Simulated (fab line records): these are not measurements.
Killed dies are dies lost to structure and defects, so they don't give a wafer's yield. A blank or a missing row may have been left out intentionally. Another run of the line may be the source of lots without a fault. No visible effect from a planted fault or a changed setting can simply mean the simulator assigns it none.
Which of the tools did it? || flow berkeley_cmos170 || Sampling: 14 lots, 42 wafers, 4 of 331 route steps

WHAT EACH GAUGE READ, for each wafer
UCB170_FIELD_THK_MEAS_02.
{"lot": "L135", "measured": "day 5 00:39", "on": "film_metro-03", "FIELD_OXIDE_THK (nm)": "566 569 573"}
{"lot": "L137", "measured": "day 5 15:44", "on": "film_metro-03", "FIELD_OXIDE_THK (nm)": "550 556 557"}
{"lot": "L138", "measured": "day 5 15:46", "on": "film_metro-04", "FIELD_OXIDE_THK (nm)": "576 569 569"}
{"lot": "L140", "measured": "day 6 08:40", "on": "film_metro-03", "FIELD_OXIDE_THK (nm)": "553 557 556"}
{"lot": "L139", "measured": "day 6 08:41", "on": "film_metro-01", "FIELD_OXIDE_THK (nm)": "564 565 570"}
{"lot": "L141", "measured": "day 6 08:41", "on": "film_metro-04", "FIELD_OXIDE_THK (nm)": "559 553 551"}
{"lot": "L142", "measured": "day 6 18:38", "on": "film_metro-03", "FIELD_OXIDE_THK (nm)": "563 570 551"}
{"lot": "L143", "measured": "day 6 18:38", "on": "film_metro-01", "FIELD_OXIDE_THK (nm)": "555 556 557"}
{"lot": "L145", "measured": "day 7 09:08", "on": "film_metro-01", "FIELD_OXIDE_THK (nm)": "559 561 565"}
{"lot": "L148", "measured": "day 7 17:37", "on": "film_metro-04", "FIELD_OXIDE_THK (nm)": "565 550 549"}
{"lot": "L154", "measured": "day 9 15:12", "on": "film_metro-01", "FIELD_OXIDE_THK (nm)": "553 546 557"}
{"lot": "L157", "measured": "day 10 03:59", "on": "film_metro-04", "FIELD_OXIDE_THK (nm)": "565 558 558"}

UCB170_V1_OVL_MEAS_13.
{"lot": "L135", "measured": "day 8 07:21", "on": "overlay-02", "V1_OVL (nm)": "-8 -2 -1"}
{"lot": "L137", "measured": "day 8 15:26", "on": "overlay-01", "V1_OVL (nm)": "-11 -11 0"}
{"lot": "L138", "measured": "day 8 12:20", "on": "overlay-01", "V1_OVL (nm)": "-5 -4 -1"}
{"lot": "L140", "measured": "day 9 15:06", "on": "overlay-01", "V1_OVL (nm)": "5 1 -3"}
{"lot": "L139", "measured": "day 9 14:50", "on": "overlay-02", "V1_OVL (nm)": "-6 -11 -2"}
{"lot": "L141", "measured": "day 9 14:34", "on": "overlay-01", "V1_OVL (nm)": "6 12 13"}
{"lot": "L142", "measured": "day 10 01:55", "on": "overlay-02", "V1_OVL (nm)": "9 7 15"}
{"lot": "L143", "measured": "day 10 01:41", "on": "overlay-02", "V1_OVL (nm)": "-10 -4 -8"}
{"lot": "L145", "measured": "day 11 03:28", "on": "overlay-02", "V1_OVL (nm)": "-6 -1 -5"}
{"lot": "L148", "measured": "day 11 09:23", "on": "overlay-02", "V1_OVL (nm)": "-12 -10 -8"}
{"lot": "L154", "measured": "day 12 12:09", "on": "overlay-01", "V1_OVL (nm)": "6 0 6"}
{"lot": "L157", "measured": "day 13 05:25", "on": "overlay-01", "V1_OVL (nm)": "12 9 4"}

WHICH TOOL RAN EACH LOT (tool, then ch and the chambers of the sampled wafers, then the start)
{"lot": "L135", "UCB170_ZERO_ETCH_06": "rie_diel-03 ch 2,3, day 2 00:21", "UCB170_ACTIVE_ANNEAL_04": "furnace-04 ch 0, day 4 14:10"}
{"lot": "L137", "UCB170_ZERO_ETCH_06": "rie_diel-01 ch 0,2,3, day 2 11:59", "UCB170_ACTIVE_ANNEAL_04": "furnace-01 ch 0, day 5 01:54"}
{"lot": "L138", "UCB170_ZERO_ETCH_06": "rie_diel-01 ch 1,2,3, day 2 17:40", "UCB170_ACTIVE_ANNEAL_04": "furnace-01 ch 0, day 5 01:54"}
{"lot": "L140", "UCB170_ZERO_ETCH_06": "rie_diel-01 ch 1,2,3, day 3 00:59", "UCB170_ACTIVE_ANNEAL_04": "furnace-04 ch 0, day 5 19:13"}
{"lot": "L139", "UCB170_ZERO_ETCH_06": "rie_diel-03 ch 0,1,3, day 3 01:23", "UCB170_ACTIVE_ANNEAL_04": "furnace-04 ch 0, day 5 19:13"}
{"lot": "L141", "UCB170_ZERO_ETCH_06": "rie_diel-01 ch 1,2,3, day 3 09:54", "UCB170_ACTIVE_ANNEAL_04": "furnace-04 ch 0, day 5 19:13"}
{"lot": "L142", "UCB170_ZERO_ETCH_06": "rie_diel-02 ch 0,2,3, day 3 10:00", "UCB170_ACTIVE_ANNEAL_04": "furnace-02 ch 0, day 6 04:25"}
{"lot": "L143", "UCB170_ZERO_ETCH_06": "rie_diel-03 ch 1,2,3, day 3 17:05", "UCB170_ACTIVE_ANNEAL_04": "furnace-02 ch 0, day 6 08:40"}
{"lot": "L145", "UCB170_ZERO_ETCH_06": "rie_diel-02 ch 0,1,3, day 4 05:03", "UCB170_ACTIVE_ANNEAL_04": "furnace-02 ch 0, day 6 19:36"}
{"lot": "L148", "UCB170_ZERO_ETCH_06": "rie_diel-03 ch 0,1,2, day 4 13:13", "UCB170_ACTIVE_ANNEAL_04": "furnace-02 ch 0, day 7 01:01"}
{"lot": "L149", "UCB170_ZERO_ETCH_06": "rie_diel-02 ch 0,1,3, day 4 21:51", "UCB170_ACTIVE_ANNEAL_04": "furnace-02, day 7 10:37"}
{"lot": "L150", "UCB170_ZERO_ETCH_06": "rie_diel-02 ch 0,3, day 5 10:19", "UCB170_ACTIVE_ANNEAL_04": "furnace-02, day 8 05:53"}
{"lot": "L154", "UCB170_ZERO_ETCH_06": "rie_diel-01 ch 1,2, day 6 03:24", "UCB170_ACTIVE_ANNEAL_04": "furnace-01 ch 0, day 8 23:54"}
{"lot": "L157", "UCB170_ZERO_ETCH_06": "rie_diel-02 ch 0,1,2, day 6 18:03", "UCB170_ACTIVE_ANNEAL_04": "furnace-02 ch 0, day 9 12:17"}
- UCB170_ZERO_ETCH_06: etches SiO2 in CHF3/CF4/Ar, time 12 s.
- UCB170_ACTIVE_ANNEAL_04: time 900 s.

WHAT THE TOOLS THEMSELVES READ (means of the sampled wafers that have a number; where no wafer has one, the mark that the record gives instead)
UCB170_ZERO_ETCH_06.
{"lot": "L135", "tool": "rie_diel-03", "drypump_motor_current_A (A)": 6.1, "oes_product_au (a.u.)": 0.609, "throttle_valve_pct (%)": 9.30}
{"lot": "L137", "tool": "rie_diel-01", "drypump_motor_current_A (A)": 5.7, "oes_product_au (a.u.)": 0.622, "throttle_valve_pct (%)": 9.40}
{"lot": "L138", "tool": "rie_diel-01", "drypump_motor_current_A (A)": 5.6, "oes_product_au (a.u.)": 0.632, "throttle_valve_pct (%)": 9.37}
{"lot": "L140", "tool": "rie_diel-01", "drypump_motor_current_A (A)": 5.6, "oes_product_au (a.u.)": 0.631, "throttle_valve_pct (%)": 9.37}
{"lot": "L139", "tool": "rie_diel-03", "drypump_motor_current_A (A)": 5.7, "oes_product_au (a.u.)": 0.607, "throttle_valve_pct (%)": 9.31}
{"lot": "L141", "tool": "rie_diel-01", "drypump_motor_current_A (A)": 5.6, "oes_product_au (a.u.)": 0.622, "throttle_valve_pct (%)": 9.37}
{"lot": "L142", "tool": "rie_diel-02", "drypump_motor_current_A (A)": 5.9, "oes_product_au (a.u.)": 0.607, "throttle_valve_pct (%)": 9.26}
{"lot": "L143", "tool": "rie_diel-03", "drypump_motor_current_A (A)": 5.9, "oes_product_au (a.u.)": 0.605, "throttle_valve_pct (%)": 9.34}
{"lot": "L145", "tool": "rie_diel-02", "drypump_motor_current_A (A)": 5.5, "oes_product_au (a.u.)": 0.606, "throttle_valve_pct (%)": 9.22}
{"lot": "L148", "tool": "rie_diel-03", "drypump_motor_current_A (A)": 5.5, "oes_product_au (a.u.)": 0.608, "throttle_valve_pct (%)": 9.31}
{"lot": "L149", "tool": "rie_diel-02", "drypump_motor_current_A (A)": 5.5, "oes_product_au (a.u.)": 0.607, "throttle_valve_pct (%)": 9.21}
{"lot": "L150", "tool": "rie_diel-02", "drypump_motor_current_A (A)": 5.8, "oes_product_au (a.u.)": 0.612, "throttle_valve_pct (%)": 9.25}
{"lot": "L154", "tool": "rie_diel-01", "drypump_motor_current_A (A)": 5.5, "oes_product_au (a.u.)": 0.623, "throttle_valve_pct (%)": 9.32}
{"lot": "L157", "tool": "rie_diel-02", "drypump_motor_current_A (A)": 5.6, "oes_product_au (a.u.)": 0.613, "throttle_valve_pct (%)": 9.26}

UCB170_ACTIVE_ANNEAL_04.
{"lot": "L135", "tool": "furnace-04", "spike_tc_centre_C (C)": 1003.2, "spike_tc_load_C (C)": 1025.8, "spike_tc_source_C (C)": 1024.5}
{"lot": "L137", "tool": "furnace-01", "spike_tc_centre_C (C)": 1005.0, "spike_tc_load_C (C)": 1029.0, "spike_tc_source_C (C)": 1028.9}
{"lot": "L138", "tool": "furnace-01", "spike_tc_centre_C (C)": 1004.9, "spike_tc_load_C (C)": 1028.2, "spike_tc_source_C (C)": 1028.8}
{"lot": "L140", "tool": "furnace-04", "spike_tc_centre_C (C)": 1004.0, "spike_tc_load_C (C)": 1024.8, "spike_tc_source_C (C)": 1023.1}
{"lot": "L139", "tool": "furnace-04", "spike_tc_centre_C (C)": 1003.6, "spike_tc_load_C (C)": 1025.0, "spike_tc_source_C (C)": 1022.7}
{"lot": "L141", "tool": "furnace-04", "spike_tc_centre_C (C)": 1003.0, "spike_tc_load_C (C)": 1025.6, "spike_tc_source_C (C)": 1024.2}
{"lot": "L142", "tool": "furnace-02", "spike_tc_centre_C (C)": 1001.3, "spike_tc_load_C (C)": 1025.7, "spike_tc_source_C (C)": 1023.5}
{"lot": "L143", "tool": "furnace-02", "spike_tc_centre_C (C)": 1000.8, "spike_tc_load_C (C)": 1025.2, "spike_tc_source_C (C)": 1023.4}
{"lot": "L145", "tool": "furnace-02", "spike_tc_centre_C (C)": 1002.6, "spike_tc_load_C (C)": 1026.1, "spike_tc_source_C (C)": 1023.5}
{"lot": "L148", "tool": "furnace-02", "spike_tc_centre_C (C)": 1002.2, "spike_tc_load_C (C)": 1024.2, "spike_tc_source_C (C)": 1022.8}
{"lot": "L149", "tool": "furnace-02", "spike_tc_centre_C (C)": "-", "spike_tc_load_C (C)": "-", "spike_tc_source_C (C)": "-"}
{"lot": "L150", "tool": "furnace-02", "spike_tc_centre_C (C)": "-", "spike_tc_load_C (C)": "-", "spike_tc_source_C (C)": "-"}
{"lot": "L154", "tool": "furnace-01", "spike_tc_centre_C (C)": 1003.6, "spike_tc_load_C (C)": 1028.4, "spike_tc_source_C (C)": 1030.6}
{"lot": "L157", "tool": "furnace-02", "spike_tc_centre_C (C)": 1001.1, "spike_tc_load_C (C)": 1026.1, "spike_tc_source_C (C)": 1023.4}

THE ANSWER, worked out from the rows above alone
Rule: the lots themselves supply what counts as usual. The widest of any qualifying gaps counts: lots, ordered by their means at a reading, are off when they make up no more than a third of the lots, leave a main group of 4 or more, and stand apart from it by 3 or more times the standard deviation of that group's means. A main group whose means are all the same, to the digits that the tables above print for the reading, isn't used. Also off: a lot with no number at a reading for which 4 or more lots have one. Any other lot the step has rows for is counted as sound. Order of review: gauges by route order, followed by the tools' own readings, for which a lot's mean as printed above is used. At the first step where some lot is off, the reading lying furthest off is the one used; lots without a number count as furthest.
Off: L149, L150 (UCB170_ACTIVE_ANNEAL_04, spike_tc_centre_C). Without a number there: L149, L150. For the main group the mean is 1002.9 C and the standard deviation 1.3.
If a tool, at that step or one of the process steps before it, ran each lot that is off and ran no sound lot following the first of them, it fits. Of those tried, none fits.

WHAT THE SIMULATOR HAD INSERTED
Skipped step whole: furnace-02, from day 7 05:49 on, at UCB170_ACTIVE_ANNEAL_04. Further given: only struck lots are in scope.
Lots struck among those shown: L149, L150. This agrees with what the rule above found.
